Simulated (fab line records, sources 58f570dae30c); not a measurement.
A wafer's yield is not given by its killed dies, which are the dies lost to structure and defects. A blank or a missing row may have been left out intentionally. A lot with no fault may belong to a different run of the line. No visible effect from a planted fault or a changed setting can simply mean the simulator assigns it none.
Chamber matching :: flow berkeley cmos170 :: UCB170_CONTACT_ETCH_17 on rie diel-04: 4 sister chambers
The step etches BARC in N2/H2. 8 wafers are shown with their chamber, then 8 later ones without.

## EACH WAFER AND ITS CHAMBER
wafer: L077.4
chamber: 2
throttle valve pct (%): 13.44
oes product au (a.u.): 1.010

wafer: L077.5
chamber: 2
throttle valve pct (%): 13.43
oes product au (a.u.): 1.008

wafer: L085.3
chamber: 1
throttle valve pct (%): 13.12
oes product au (a.u.): 1.011

wafer: L085.6
chamber: 3
throttle valve pct (%): 13.34
oes product au (a.u.): 1.005

wafer: L086.1
chamber: 3
throttle valve pct (%): 13.34
oes product au (a.u.): 0.996

wafer: L086.5
chamber: 0
throttle valve pct (%): 13.45
oes product au (a.u.): 1.000

wafer: L086.6
chamber: 1
throttle valve pct (%): 13.13
oes product au (a.u.): 1.009

wafer: L091.3
chamber: 0
throttle valve pct (%): 13.45
oes product au (a.u.): 1.011

## WAFERS WITH NO CHAMBER GIVEN
wafer: L091.4
throttle valve pct (%): 13.36
oes product au (a.u.): 1.018

wafer: L091.5
throttle valve pct (%): 13.12
oes product au (a.u.): 1.021

wafer: L095.2
throttle valve pct (%): 13.45
oes product au (a.u.): 1.002

wafer: L095.3
throttle valve pct (%): 13.12
oes product au (a.u.): 1.008

wafer: L095.4
throttle valve pct (%): 13.37
oes product au (a.u.): 1.007

wafer: L097.1
throttle valve pct (%): 13.42
oes product au (a.u.): 1.017

wafer: L097.2
throttle valve pct (%): 13.47
oes product au (a.u.): 1.015

wafer: L097.6
throttle valve pct (%): 13.12
oes product au (a.u.): 1.021

## EACH ONE'S CHAMBER
wafer: L091.4
from the rows above: 3
in truth: 3

wafer: L091.5
from the rows above: 1
in truth: 1

wafer: L095.2
from the rows above: 0
in truth: 0

wafer: L095.3
from the rows above: 1
in truth: 1

wafer: L095.4
from the rows above: 3
in truth: 3

wafer: L097.1
from the rows above: 2
in truth: 2

wafer: L097.2
from the rows above: 0
in truth: 0

wafer: L097.6
from the rows above: 1
in truth: 1
Correctly placed: 8 of 8. From these rows, 0 cannot be placed. Number placed wrongly: 0.
How it was worked out, from the rows above alone: a wafer's distance from a chamber is the root of the sum, over the readings, of the square of ((its reading less the chamber's mean) divided by the reading's scatter). The wafer belongs to the nearest chamber; if the next one is less than 2 further off, it can't be placed. Each chamber's mean is taken over the wafers shown for it. The scatter is the square root of a quotient: the sum, over the shown wafers, of each reading's squared deviation from its chamber's mean, divided by wafers minus chambers.
